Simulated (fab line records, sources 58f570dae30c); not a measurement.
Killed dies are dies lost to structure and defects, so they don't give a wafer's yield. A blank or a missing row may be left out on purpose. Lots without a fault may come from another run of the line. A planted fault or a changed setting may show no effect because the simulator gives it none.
One fault seen from 2 desks | flow berkeley_cmos170 | each desk has only its own numbers; what lay behind them comes last

THE TOOL OWNER'S DESK: pvd_sputter-01
The tool's own readings at UCB170_M1_SPUTTER_00 (material Al, target thk 600 nm, time 80 s): means of the sampled wafers that have a number, for each lot that ran on this tool. A lot is out of limits, marked OUT, if its mean lies more than 4 standard deviations from the usual mean; the brackets give that distance.
Columns: A = throttle_valve_pct at UCB170_M1_SPUTTER_00, usual 29.7 %
lot  | first seen here | A
L225 | day 9 03:45     | 29.2
L226 | day 9 10:49     | 29.5
L228 | day 9 22:18     | 30.1
L231 | day 10 12:04    | 29.6
This desk's finding: nothing out of limits on any of the 4 lots.

THE METROLOGY DESK
What the gauges read, lot by lot, whatever tool the lot ran on: means of the sampled wafers that have a number. A lot is out of limits, marked OUT, if its mean lies more than 4 standard deviations from the usual mean; the brackets give that distance.
Columns: A = CONTACT_OVL at UCB170_CONTACT_OVL_MEAS_16, usual 4 nm; B = M1_AL_RS at UCB170_M1_RS_MEAS_01, usual 0.0486 ohm/sq; C = M1_AL_THK at UCB170_M1_THK_MEAS_02, usual 594 nm
lot  | first seen here | A  | B                 | C
L221 | day 7 23:27     | 8  | 0.0494            | 581
L222 | day 8 09:02     | 5  | 0.0489            | 587
L224 | day 9 01:03     | -1 | 0.0487            | 593
L225 | day 9 03:10     | 5  | 0.0482            | 600
L226 | day 9 10:13     | 4  | 0.0485            | 594
L228 | day 9 21:38     | 2  | 0.0501            | 574
L233 | day 10 10:41    | 4  | 0.0486            | 593
L231 | day 10 11:26    | 8  | 0.0519 (+6.2) OUT | 556 (-5.4) OUT
L234 | day 10 23:31    | -2 | 0.0483            | 596
L238 | day 11 22:11    | 6  | 0.0473            | 608
L239 | day 12 02:17    | 6  | 0.0487            | 592
L240 | day 12 04:37    | 6  | 0.0486            | 599
L241 | day 12 05:11    | -1 | 0.0492            | 585
L243 | day 13 06:11    | 7  | 0.0484            | 598
This desk's finding: out of limits on L231; first on L231, day 10 12:10 (M1_AL_RS at UCB170_M1_RS_MEAS_01). In limits: L221, L222, L224, L225, L226, L228, L233, L234, L238, L239, L240, L241, L243.

PUT TOGETHER
The metrology desk could have raised an alarm at day 10 12:10, on L231.
The tool owner's desk saw nothing out of limits.
The tool owner's desk has L231 on record, within its limits.
Of the lots named, all ran UCB170_M1_SPUTTER_00 on pvd_sputter-01.

WHAT THE SIMULATOR HAD PUT IN
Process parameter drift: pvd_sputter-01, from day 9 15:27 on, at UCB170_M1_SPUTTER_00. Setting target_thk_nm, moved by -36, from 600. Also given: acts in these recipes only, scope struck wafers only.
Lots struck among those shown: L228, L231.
Hours from the fault's start to each desk's first reading out of limits: the metrology desk, 21.
